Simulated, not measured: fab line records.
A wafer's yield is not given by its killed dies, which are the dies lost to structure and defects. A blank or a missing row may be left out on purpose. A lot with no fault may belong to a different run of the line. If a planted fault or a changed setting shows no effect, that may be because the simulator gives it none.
What tool caused it?    flow berkeley cmos170    13 lots with 39 wafers sampled at 4 steps, on a route of 331 steps

WHAT THE GAUGES SHOWED, per wafer
UCB170_V2_BOW_MEAS_03.
lot   measured      on             V2_BOW (um)
L262  day 7 10:33   film metro-02  48 44 38
L263  day 7 16:18   film metro-04  38 23 27
L264  day 7 16:42   film metro-03  31 25 35
L267  day 9 01:28   film metro-02  45 36 50
L269  day 9 01:44   film metro-03  41 46 32
L270  day 9 05:08   film metro-04  30 42 36
L271  day 9 05:25   film metro-02  35 38 28
L273  day 9 22:39   film metro-03  45 35 38
L277  day 10 17:06  film metro-03  25 48 45
L278  day 10 23:14  film metro-02  47 40 45
L280  day 11 03:49  film metro-04  40 22 37
L282  day 11 14:32  film metro-03  26 27 30
L285  day 12 12:16  film metro-02  35 50 43

UCB170_M3_CD_MEAS_15: the cd target is 700 nm.
lot   measured      on         cd nm (nm)
L262  day 7 14:32   cd sem-02  699.8 698.7 698.0
L263  day 7 21:44   cd sem-02  702.2 701.1 699.6
L264  day 7 22:16   cd sem-02  700.2 698.3 698.8
L267  day 9 06:19   cd sem-01  699.3 698.9 698.2
L269  day 9 06:58   cd sem-01  699.5 699.3 699.6
L270  day 9 10:32   cd sem-02  699.4 699.4 699.2
L271  day 9 10:43   cd sem-01  700.2 700.0 700.3
L273  day 10 03:20  cd sem-02  701.3 700.2 700.5
L277  day 10 21:59  cd sem-01  699.5 697.8 699.5
L278  day 11 03:30  cd sem-01  699.6 700.0 699.3
L280  day 11 07:55  cd sem-02  700.8 698.5 699.0
L282  day 11 20:28  cd sem-02  701.9 700.5 701.2
L285  day 12 16:23  cd sem-01  698.1 698.6 699.2

WHICH TOOL RAN EACH LOT (tool, then ch and the chambers of the sampled wafers, then the start)
lot   UCB170_M2_STRIP_19                    UCB170_M3_SOFTBAKE_11
L262  plasma asher-02 ch 0,1, day 7 09:49   litho track-03 ch 0, day 7 13:00
L263  plasma asher-02 ch 0, day 7 15:33     litho track-04 ch 0, day 7 20:00
L264  plasma asher-03 ch 0,1, day 7 15:58   litho track-02 ch 0, day 7 21:00
L267  plasma asher-03 ch 0,1, day 9 00:44   litho track-03 ch 0, day 9 05:00
L269  plasma asher-04 ch 0,1, day 9 01:01   litho track-03 ch 0, day 9 06:00
L270  plasma asher-02 ch 0,1, day 9 04:24   litho track-04 ch 0, day 9 09:00
L271  plasma asher-04 ch 0,1, day 9 04:40   litho track-03 ch 0, day 9 09:00
L273  plasma asher-02 ch 0,1, day 9 21:32   litho track-04 ch 0, day 10 02:00
L277  plasma asher-03 ch 0,1, day 10 16:22  litho track-04 ch 0, day 10 20:00
L278  plasma asher-03 ch 0,1, day 10 22:29  litho track-03 ch 0, day 11 02:00
L280  plasma asher-04 ch 0,1, day 11 03:04  litho track-02 ch 0, day 11 07:00
L282  plasma asher-03 ch 0,1, day 11 13:47  litho track-03 ch 0, day 11 19:00
L285  plasma asher-03 ch 0,1, day 12 11:31  litho track-03 ch 0, day 12 15:00
- UCB170_M2_STRIP_19: strips in O2.
- UCB170_M3_SOFTBAKE_11: time 60 s.

AS READ BY THE TOOLS THEMSELVES (means over the sampled wafers that have a number; for cases with no such wafer, the mark the record gives instead)
UCB170_M2_STRIP_19.
lot   tool             drypump motor current A (A)  o2 flow sccm (sccm)  oes product au (a.u.)
L262  plasma asher-02  5.41                         399.2                0.543
L263  plasma asher-02  5.05                         400.7                0.564
L264  plasma asher-03  5.29                         400.2                0.563
L267  plasma asher-03  5.33                         398.3                0.540
L269  plasma asher-04  4.97                         399.6                0.569
L270  plasma asher-02  5.22                         399.6                0.541
L271  plasma asher-04  5.23                         400.6                0.554
L273  plasma asher-02  5.40                         401.2                0.532
L277  plasma asher-03  5.36                         400.3                0.579
L278  plasma asher-03  5.35                         400.3                0.542
L280  plasma asher-04  4.98                         399.3                0.574
L282  plasma asher-03  5.29                         398.1                0.562
L285  plasma asher-03  5.34                         399.8                0.553

UCB170_M3_SOFTBAKE_11.
lot   tool            chill plate temp C (C)  exhaust pa (Pa)  plate temp C (C)  run length s (s)
L262  litho track-03  22.95                   45.0             129.93            88.89
L263  litho track-04  23.13                   45.2             129.91            89.14
L264  litho track-02  23.01                   45.0             129.99            89.18
L267  litho track-03  23.00                   44.5             130.07            89.01
L269  litho track-03  22.88                   45.5             130.06            88.86
L270  litho track-04  22.95                   44.2             130.18            89.14
L271  litho track-03  23.03                   44.4             129.91            88.85
L273  litho track-04  23.04                   45.5             129.98            89.19
L277  litho track-04  22.99                   45.1             129.91            90.70
L278  litho track-03  23.03                   45.0             130.22            88.84
L280  litho track-02  22.95                   44.5             130.07            89.15
L282  litho track-03  22.96                   46.1             130.10            88.83
L285  litho track-03  23.00                   45.1             130.12            88.85

THE ANSWER, worked out from the rows above alone
Rule: what is usual is taken from the lots themselves. Put in order of their means at a reading, lots are off if they are a third of the lots or fewer, leave a main group of 4 or more, and stand apart from it by a gap of 3 or more times the standard deviation of the main group's means; of several such gaps the widest counts. A main group is skipped when, at the precision printed for the reading in the tables above, its means are all equal. A lot without any number at a reading at which 4 lots or more have one is off too. Where the step has rows for the other lots, those lots are counted as sound. The gauges are gone through in route order, then the tools' own readings, and for those a lot's mean is taken as printed above. The first step at which some lot is off is used, and at that step the reading that is off furthest; a lot without a number counts as furthest.
Off: L277 (UCB170_M3_SOFTBAKE_11, run length s). The main group: mean 88.99 s, standard deviation 0.15.
A tool fits if, at that step or a process step before it, it ran every lot that is off, and no sound lot after the first of them. One candidate fits, namely litho track-04 at UCB170_M3_SOFTBAKE_11. A fault onset in the window from L273 (day 10 02:00, its last sound lot) to L277 (day 10 20:00, its first lot off) fits.
The tool's own readings at UCB170_M3_SOFTBAKE_11 bear it out: on the lots that are off they differ by more than 5 times the standard deviation of the sound lots' means. run length s reads 90.70 s there against 88.99 s on the sound lots.

WHAT WAS PUT IN BY THE SIMULATOR
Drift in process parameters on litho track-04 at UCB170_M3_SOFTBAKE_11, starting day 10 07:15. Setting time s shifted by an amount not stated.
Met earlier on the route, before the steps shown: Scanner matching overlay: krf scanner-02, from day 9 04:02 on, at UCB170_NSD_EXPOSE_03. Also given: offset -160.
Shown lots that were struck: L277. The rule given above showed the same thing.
